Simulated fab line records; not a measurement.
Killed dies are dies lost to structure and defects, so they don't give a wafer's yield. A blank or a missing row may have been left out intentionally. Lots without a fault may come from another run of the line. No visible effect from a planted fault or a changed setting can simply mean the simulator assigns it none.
Matching of chambers | flow berkeley cmos170 | rie diel-02 running UCB170_M3_ETCH_17: 4 sister chambers
The step etches BARC in N2/H2. 14 wafers are shown with their chamber, then 7 later ones without.

WAFERS, EACH WITH ITS CHAMBER
wafer  | chamber | drypump motor current A (A) | throttle valve pct (%) | oes product au (a.u.)
L122.3 | 2       | 6.0                         | 13.44                  | 1.010
L122.5 | 3       | 5.5                         | 13.36                  | 1.000
L122.6 | 2       | 6.0                         | 13.44                  | 1.000
L124.1 | 3       | 5.5                         | 13.33                  | 1.006
L124.3 | 1       | 6.2                         | 13.42                  | 1.024
L124.5 | 3       | 5.5                         | 13.36                  | 1.010
L125.2 | 3       | 5.5                         | 13.35                  | 0.996
L125.3 | 1       | 6.2                         | 13.43                  | 1.014
L125.4 | 0       | 5.5                         | 13.28                  | 0.958
L126.1 | 0       | 5.6                         | 13.27                  | 0.985
L126.2 | 3       | 5.5                         | 13.35                  | 0.999
L126.4 | 0       | 5.6                         | 13.26                  | 0.966
L132.1 | 0       | 5.6                         | 13.28                  | 0.974
L132.2 | 1       | 6.2                         | 13.42                  | 0.992

SIGNATURES, as means of the wafers listed above
reading                 | chamber 0 | chamber 1 | chamber 2 | chamber 3 | scatter within a chamber
drypump motor current A | 5.575     | 6.200     | 6.000     | 5.500     | 0.0274
throttle valve pct      | 13.2725   | 13.4233   | 13.4400   | 13.3500   | 0.0097
oes product au          | 0.97075   | 1.01000   | 1.00500   | 1.00220   | 0.0106
Rule: a wafer lies at a distance from a chamber equal to the root of the sum of squares, over the readings, of (its reading less the chamber's mean, divided by the reading's scatter). If the next closest chamber is less than 2 further off than the closest, the wafer can't be placed; otherwise it belongs to the closest. The scatter: the root of (the sum of the squares of (reading less its chamber's mean) over the shown wafers, divided by (wafers less chambers)).

WAFERS WITH NO CHAMBER GIVEN
wafer  | drypump motor current A (A) | throttle valve pct (%) | oes product au (a.u.)
L132.6 | 5.6                         | 13.29                  | 0.982
L141.3 | 5.6                         | 13.26                  | 0.958
L141.4 | 6.0                         | 13.45                  | 0.985
L141.5 | 6.1                         | 13.43                  | 1.006
L143.1 | 6.0                         | 13.44                  | 0.993
L143.3 | 5.6                         | 13.29                  | 0.972
L143.5 | 6.0                         | 13.43                  | 0.996

THE CHAMBER EACH PASSED THROUGH
wafer  | from the rows above     | in truth
L132.6 | 0                       | 0
L141.3 | 0                       | 0
L141.4 | 2                       | 2
L141.5 | can't be placed: 1 or 2 | 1
L143.1 | 2                       | 2
L143.3 | 0                       | 0
L143.5 | 2                       | 2
Correctly placed: 6 of 7. From these rows, 1 cannot be placed; in 1 the true chamber is one of the candidates. Placed wrongly: 0.
